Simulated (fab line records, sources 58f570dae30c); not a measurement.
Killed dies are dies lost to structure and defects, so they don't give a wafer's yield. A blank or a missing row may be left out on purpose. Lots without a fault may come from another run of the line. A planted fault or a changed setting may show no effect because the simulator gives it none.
Which tool did it? | flow berkeley_cmos170 | 13 lots, 39 wafers sampled, at 4 steps of a route of 331

WHAT THE GAUGES READ, wafer by wafer
UCB170_SPACER_THK_MEAS_01. Usual: SPACER_TEOS_THK 377 nm, standard deviation 4.8.
lot  | measured     | on            | SPACER_TEOS_THK (nm) | flag
L305 | day 6 08:32  | film_metro-03 | 377 384 370          |
L309 | day 7 08:36  | film_metro-03 | 370 377 378          |
L310 | day 7 12:29  | film_metro-04 | 382 375 375          |
L311 | day 7 13:04  | film_metro-04 | 377 366 378          |
L308 | day 7 13:37  | film_metro-04 | 387 380 381          |
L314 | day 8 05:32  | film_metro-03 | 377 379 381          |
L313 | day 8 05:43  | film_metro-04 | 376 378 384          |
L312 | day 8 06:08  | film_metro-02 | 381 383 384          |
L317 | day 8 21:46  | film_metro-04 | 373 371 383          |
L316 | day 8 22:27  | film_metro-04 | 382 375 385          |
L324 | day 10 10:14 | film_metro-03 | 373 319 375          | OFF
L325 | day 10 11:10 | film_metro-02 | 374 373 377          |
L327 | day 11 10:37 | film_metro-02 | 372 372 379          |

UCB170_PSD_TW_MEAS_10. Usual: PSD_TW 2331, standard deviation 14.
lot  | measured     | on            | PSD_TW         | flag
L305 | day 6 16:18  | film_metro-03 | 2332 2325 2329 |
L309 | day 7 12:22  | film_metro-03 | 2321 2341 2325 |
L310 | day 7 18:49  | film_metro-04 | 2325 2328 2326 |
L311 | day 7 19:20  | film_metro-04 | 2326 2341 2330 |
L308 | day 7 19:05  | film_metro-01 | 2338 2336 2356 |
L314 | day 8 11:58  | film_metro-03 | 2321 2328 2322 |
L313 | day 8 12:35  | film_metro-03 | 2311 2323 2313 |
L312 | day 8 12:31  | film_metro-04 | 2312 2315 2312 |
L317 | day 9 04:10  | film_metro-04 | 2327 2329 2325 |
L316 | day 9 04:10  | film_metro-01 | 2330 2328 2340 |
L324 | day 10 16:02 | film_metro-01 | 2344 2360 2350 |
L325 | day 10 16:55 | film_metro-03 | 2342 2326 2341 |
L327 | day 11 17:13 | film_metro-04 | 2331 2336 2329 |

WHICH TOOL RAN EACH LOT (tool, then ch and the chambers of the sampled wafers, then the start)
lot  | UCB170_SPACER_CVD_00            | UCB170_SPACER_ETCHBACK_03
L305 | pecvd-04 ch 0,1,2, day 6 08:29  | rie_diel-03 ch 0,1,2, day 6 14:05
L309 | pecvd-03 ch 0,1,2, day 7 08:34  | rie_diel-03 ch 0,1,3, day 7 10:47
L310 | pecvd-03 ch 0,1,2, day 7 12:26  | rie_diel-04 ch 2,3, day 7 17:09
L311 | pecvd-01 ch 0,2, day 7 13:01    | rie_diel-03 ch 0,2, day 7 17:09
L308 | pecvd-03 ch 0,1,2, day 7 13:34  | rie_diel-02 ch 0,1,3, day 7 17:11
L314 | pecvd-01 ch 0,1, day 8 05:28    | rie_diel-03 ch 0,1,3, day 8 10:31
L313 | pecvd-03 ch 1,2, day 8 05:39    | rie_diel-03 ch 1,2,3, day 8 10:35
L312 | pecvd-01 ch 1, day 8 06:04      | rie_diel-02 ch 2,3, day 8 10:35
L317 | pecvd-01 ch 0,1,2, day 8 21:43  | rie_diel-02 ch 1,2,3, day 9 02:10
L316 | pecvd-03 ch 1,2, day 8 22:25    | rie_diel-04 ch 0,2, day 9 02:10
L324 | pecvd-03 ch 0,1,2, day 10 10:11 | rie_diel-02 ch 1,2,3, day 10 14:21
L325 | pecvd-01 ch 0,1,2, day 10 11:08 | rie_diel-03 ch 0,1,3, day 10 14:21
L327 | pecvd-04 ch 0,1,2, day 11 10:34 | rie_diel-04 ch 0,1,3, day 11 14:49
- UCB170_SPACER_CVD_00: deposits SiO2 from TEOS/O2, target thk 376 nm, time 47 s.
- UCB170_SPACER_ETCHBACK_03: etches SiO2 in CHF3/CF4/Ar, stops on Si, target depth 376 nm, time 100 s.

WHAT THE TOOLS THEMSELVES READ (means of the sampled wafers that have a number; where no wafer has one, the mark that the record gives instead)
UCB170_SPACER_CVD_00. Usual: heater_power_w 236 W, standard deviation 51; rf_fwd_power_W 544.4 W, standard deviation 2.2.
lot  | tool     | heater_power_w (W) | rf_fwd_power_W (W) | flag
L305 | pecvd-04 | 211                | 544.0              |
L309 | pecvd-03 | 236                | 541.8              |
L310 | pecvd-03 | 228                | 544.4              |
L311 | pecvd-01 | 286                | 542.7              |
L308 | pecvd-03 | 241                | 546.2              |
L314 | pecvd-01 | 203                | 544.0              |
L313 | pecvd-03 | 271                | 542.7              |
L312 | pecvd-01 | 235                | 547.1              |
L317 | pecvd-01 | 227                | 544.2              |
L316 | pecvd-03 | 284                | 543.9              |
L324 | pecvd-03 | 266                | 472.0              | OFF
L325 | pecvd-01 | 231                | 544.7              |
L327 | pecvd-04 | 227                | 544.4              |

UCB170_SPACER_ETCHBACK_03. Usual: drypump_motor_current_A 5.6 A, standard deviation 0.6; oes_product_au 0.899 a.u., standard deviation 0.013; throttle_valve_pct 6.47 %, standard deviation 0.11.
lot  | tool        | drypump_motor_current_A (A) | oes_product_au (a.u.) | throttle_valve_pct (%) | flag
L305 | rie_diel-03 | 5.6                         | 0.899                 | 6.52                   |
L309 | rie_diel-03 | 5.3                         | 0.891                 | 6.46                   |
L310 | rie_diel-04 | 5.2                         | 0.899                 | 6.43                   |
L311 | rie_diel-03 | 5.9                         | 0.902                 | 6.42                   |
L308 | rie_diel-02 | 6.3                         | 0.904                 | 6.50                   |
L314 | rie_diel-03 | 5.3                         | 0.892                 | 6.46                   |
L313 | rie_diel-03 | 5.2                         | 0.897                 | 6.49                   |
L312 | rie_diel-02 | 5.9                         | 0.904                 | 6.42                   |
L317 | rie_diel-02 | 6.3                         | 0.892                 | 6.51                   |
L316 | rie_diel-04 | 5.9                         | 0.904                 | 6.37                   |
L324 | rie_diel-02 | 6.2                         | 0.861                 | 6.50                   |
L325 | rie_diel-03 | 5.3                         | 0.891                 | 6.45                   |
L327 | rie_diel-04 | 5.7                         | 0.899                 | 6.45                   |

THE ANSWER, worked out from the rows above alone
Rule: a lot is off if the mean of its wafers that have a number lies more than 3 standard deviations from the usual mean. A lot without any number at a reading at which 4 lots or more have one is off too. The other lots that the step has rows for count as sound. The gauges are gone through in route order, then the tools' own readings, and for those a lot's mean is taken as printed above. The first step at which some lot is off is used, and at that step the reading that is off furthest; a lot without a number counts as furthest.
Off: L324, at UCB170_SPACER_THK_MEAS_01 (SPACER_TEOS_THK).
A tool fits if, at a process step before that reading, it ran every lot that is off, and no sound lot after the first of them. The gauges at UCB170_SPACER_THK_MEAS_01 aren't tried: what is off there is off at UCB170_SPACER_CVD_00 too, on other tools, and a gauge's error can't cause that. One fits: pecvd-03 at UCB170_SPACER_CVD_00. Its last sound lot is L316 (day 8 22:25), its first lot that is off L324 (day 10 10:11): a fault that began between those two fits.
The tool's own readings at UCB170_SPACER_CVD_00 bear it out: on the lots that are off they differ by more than 5 times the standard deviation of the sound lots' means. rf_fwd_power_W reads 472.0 W there against 544.2 W on the sound lots.

WHAT THE SIMULATOR HAD PUT IN
Process parameter drift: pecvd-03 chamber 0, from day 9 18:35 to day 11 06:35, at UCB170_SPACER_CVD_00. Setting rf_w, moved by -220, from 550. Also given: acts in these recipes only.
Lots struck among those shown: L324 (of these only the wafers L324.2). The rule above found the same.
